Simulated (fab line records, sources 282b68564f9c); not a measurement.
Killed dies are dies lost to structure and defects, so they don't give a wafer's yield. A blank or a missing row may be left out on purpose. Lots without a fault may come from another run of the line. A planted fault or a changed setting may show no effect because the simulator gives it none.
Which tool did it? | flow rit_cmos | 12 lots, 36 wafers sampled, at 3 steps of a route of 202

WHAT THE GAUGES READ, wafer by wafer
RIT_M1_RS_MEAS_01: measures by four-point-probe.
lot  | measured    | on            | M1_AL_RS (ohm/sq)
L284 | day 3 11:39 | film_metro-01 | 0.0724 0.0732 0.0729
L285 | day 3 18:54 | film_metro-02 | 0.0734 0.0748 0.0739
L286 | day 3 22:14 | film_metro-02 | 0.0743 0.0746 0.0738
L291 | day 4 17:38 | film_metro-02 | 0.0724 0.0724 0.0655
L296 | day 5 18:55 | film_metro-03 | 0.0726 0.0736 0.0722
L298 | day 6 06:17 | film_metro-01 | 0.0728 0.0737 0.0743
L300 | day 6 15:38 | film_metro-02 | 0.0721 0.0733 0.0718
L302 | day 7 02:40 | film_metro-01 | 0.0740 0.0726 0.0732
L304 | day 7 10:56 | film_metro-03 | 0.0734 0.0738 0.0746
L305 | day 7 17:40 | film_metro-02 | 0.0724 0.0722 0.0728
L306 | day 8 01:26 | film_metro-02 | 0.0722 0.0719 0.0733
L307 | day 8 04:56 | film_metro-03 | 0.0749 0.0729 0.0727

RIT_M1_THK_MEAS_02: measures by xrf.
lot  | measured    | on            | M1_AL_THK (nm)
L284 | day 3 11:46 | film_metro-01 | 398 394 399
L285 | day 3 19:01 | film_metro-02 | 399 389 397
L286 | day 3 22:19 | film_metro-02 | 393 393 397
L291 | day 4 17:45 | film_metro-02 | 401 404 445
L296 | day 5 19:02 | film_metro-03 | 399 391 399
L298 | day 6 06:23 | film_metro-01 | 397 393 389
L300 | day 6 15:45 | film_metro-02 | 400 396 403
L302 | day 7 02:46 | film_metro-01 | 389 396 392
L304 | day 7 11:04 | film_metro-03 | 394 394 388
L305 | day 7 17:47 | film_metro-02 | 403 403 399
L306 | day 8 01:34 | film_metro-02 | 402 405 398
L307 | day 8 05:03 | film_metro-03 | 386 397 398

WHICH TOOL RAN EACH LOT (tool, then ch and the chambers of the sampled wafers, then the start)
lot  | RIT_M1_SPUTTER_00
L284 | pvd_sputter-03, day 3 11:22
L285 | pvd_sputter-04, day 3 18:36
L286 | pvd_sputter-04, day 3 21:53
L291 | pvd_sputter-04, day 4 17:20
L296 | pvd_sputter-02, day 5 18:38
L298 | pvd_sputter-02, day 6 05:58
L300 | pvd_sputter-02, day 6 15:20
L302 | pvd_sputter-02, day 7 02:20
L304 | pvd_sputter-02, day 7 10:38
L305 | pvd_sputter-04, day 7 17:22
L306 | pvd_sputter-02, day 8 01:09
L307 | pvd_sputter-04, day 8 04:38
- RIT_M1_SPUTTER_00: material Al, target thk 400 nm, time 500 s.

WHAT THE TOOLS THEMSELVES READ (means of the sampled wafers that have a number; where no wafer has one, the mark that the record gives instead)
RIT_M1_SPUTTER_00.
lot  | tool           | substrate_temp_c (C) | throttle_valve_pct (%)
L284 | pvd_sputter-03 | 25.02                | 30.6
L285 | pvd_sputter-04 | 24.98                | 29.5
L286 | pvd_sputter-04 | 25.12                | 28.9
L291 | pvd_sputter-04 | 24.95                | 29.9
L296 | pvd_sputter-02 | 25.05                | 30.6
L298 | pvd_sputter-02 | 25.00                | 30.8
L300 | pvd_sputter-02 | 25.04                | 30.5
L302 | pvd_sputter-02 | 24.88                | 30.7
L304 | pvd_sputter-02 | 25.03                | 30.9
L305 | pvd_sputter-04 | 24.94                | 30.1
L306 | pvd_sputter-02 | 24.90                | 30.0
L307 | pvd_sputter-04 | 25.04                | 30.0

THE ANSWER, worked out from the rows above alone
Rule: what is usual is taken from the lots themselves. Put in order of their means at a reading, lots are off if they are a third of the lots or fewer, leave a main group of 4 or more, and stand apart from it by a gap of 3 or more times the standard deviation of the main group's means; of several such gaps the widest counts. A main group whose means are all the same, to the digits that the tables above print for the reading, isn't used. A lot without any number at a reading at which 4 lots or more have one is off too. The other lots that the step has rows for count as sound. The gauges are gone through in route order, then the tools' own readings, and for those a lot's mean is taken as printed above. The first step at which some lot is off is used, and at that step the reading that is off furthest; a lot without a number counts as furthest.
Off: L291, at RIT_M1_RS_MEAS_01 (M1_AL_RS). The main group: mean 0.0732 ohm/sq, standard deviation 0.00064.
A tool fits if, at a process step before that reading, it ran every lot that is off, and no sound lot after the first of them. The gauges at RIT_M1_RS_MEAS_01 are tried like those tools. None of those tried fits.

WHAT THE SIMULATOR HAD PUT IN
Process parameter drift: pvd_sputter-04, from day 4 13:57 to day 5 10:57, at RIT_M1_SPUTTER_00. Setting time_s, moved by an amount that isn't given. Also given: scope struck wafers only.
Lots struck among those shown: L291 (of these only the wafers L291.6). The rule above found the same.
